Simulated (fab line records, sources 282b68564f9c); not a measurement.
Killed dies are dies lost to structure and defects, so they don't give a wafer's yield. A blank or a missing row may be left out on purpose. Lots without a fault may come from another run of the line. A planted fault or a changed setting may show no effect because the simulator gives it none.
Which tool did it? | flow rit_cmos | 14 lots, 42 wafers sampled, at 2 steps of a route of 202

WHAT THE GAUGES READ, wafer by wafer
RIT_GATE_THK_MEAS_07.
lot  | measured    | on            | GATE_OXIDE_THK (nm)
L771 | day 2 13:38 | film_metro-04 | 3.10 3.05 2.98
L773 | day 3 05:08 | film_metro-02 | 3.00 3.04 3.01
L774 | day 3 05:08 | film_metro-04 | 2.96 2.99 3.03
L775 | day 3 16:50 | film_metro-02 | 2.91 2.95 2.90
L776 | day 3 20:06 | film_metro-02 | 2.88 2.94 2.99
L777 | day 4 05:52 | film_metro-01 | 2.95 2.89 2.96
L780 | day 4 13:25 | film_metro-02 | 3.02 3.04 3.03
L782 | day 5 00:32 | film_metro-02 | 2.99 2.91 2.92
L783 | day 5 01:55 | film_metro-04 | 2.14 2.19 2.15
L784 | day 5 06:50 | film_metro-02 | 2.02 2.09 2.02
L787 | day 5 21:21 | film_metro-04 | 2.99 3.02 3.04
L792 | day 6 20:21 | film_metro-04 | 3.06 3.07 3.13
L793 | day 7 07:58 | film_metro-04 | 3.01 2.98 3.02
L794 | day 7 10:36 | film_metro-01 | 2.84 2.97 2.94

WHICH TOOL RAN EACH LOT (tool, then ch and the chambers of the sampled wafers, then the start)
lot  | RIT_GATE_OXIDATION_05
L771 | furnace-04 ch 0, day 2 10:22
L773 | furnace-03 ch 0, day 2 23:16
L774 | furnace-03 ch 0, day 2 23:16
L775 | furnace-03 ch 0, day 3 14:11
L776 | furnace-04 ch 0, day 3 18:16
L777 | furnace-01 ch 0, day 4 02:25
L780 | furnace-04 ch 0, day 4 11:01
L782 | furnace-03 ch 0, day 4 23:01
L783 | furnace-04 ch 0, day 5 00:35
L784 | furnace-04 ch 0, day 5 03:32
L787 | furnace-03 ch 0, day 5 18:43
L792 | furnace-01 ch 0, day 6 18:52
L793 | furnace-03 ch 0, day 7 02:08
L794 | furnace-03 ch 0, day 7 07:57
- RIT_GATE_OXIDATION_05: target thk 3 nm, ox time 270 s.

WHAT THE TOOLS THEMSELVES READ (means of the sampled wafers that have a number; where no wafer has one, the mark that the record gives instead)
RIT_GATE_OXIDATION_05.
lot  | tool       | ox_temp_c_max | spike_tc_centre_C (C)
L771 | furnace-04 | 906.9         | 902.7
L773 | furnace-03 | 902.8         | 903.8
L774 | furnace-03 | 902.6         | 904.7
L775 | furnace-03 | 903.3         | 904.4
L776 | furnace-04 | 907.2         | 901.2
L777 | furnace-01 | 904.6         | 899.5
L780 | furnace-04 | 907.4         | 902.1
L782 | furnace-03 | 903.4         | 904.6
L783 | furnace-04 | 907.6         | 902.1
L784 | furnace-04 | 908.4         | 902.4
L787 | furnace-03 | 903.3         | 904.5
L792 | furnace-01 | 904.3         | 899.9
L793 | furnace-03 | 903.3         | 905.2
L794 | furnace-03 | 903.3         | 904.0

THE ANSWER, worked out from the rows above alone
Rule: what is usual is taken from the lots themselves. Put in order of their means at a reading, lots are off if they are a third of the lots or fewer, leave a main group of 4 or more, and stand apart from it by a gap of 3 or more times the standard deviation of the main group's means; of several such gaps the widest counts. A main group whose means are all the same, to the digits that the tables above print for the reading, isn't used. A lot without any number at a reading at which 4 lots or more have one is off too. The other lots that the step has rows for count as sound. The gauges are gone through in route order, then the tools' own readings, and for those a lot's mean is taken as printed above. The first step at which some lot is off is used, and at that step the reading that is off furthest; a lot without a number counts as furthest.
Off: L783, L784, at RIT_GATE_THK_MEAS_07 (GATE_OXIDE_THK). The main group: mean 2.99 nm, standard deviation 0.053.
A tool fits if, at a process step before that reading, it ran every lot that is off, and no sound lot after the first of them. The gauges at RIT_GATE_THK_MEAS_07 are tried like those tools. One fits: furnace-04 at RIT_GATE_OXIDATION_05. Its last sound lot is L780 (day 4 11:01), its first lot that is off L783 (day 5 00:35): a fault that began between those two fits.

WHAT THE SIMULATOR HAD PUT IN
Process parameter drift: furnace-04, from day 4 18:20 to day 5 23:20, at RIT_GATE_OXIDATION_05. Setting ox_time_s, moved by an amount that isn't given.
Lots struck among those shown: L783, L784. The rule above found the same.
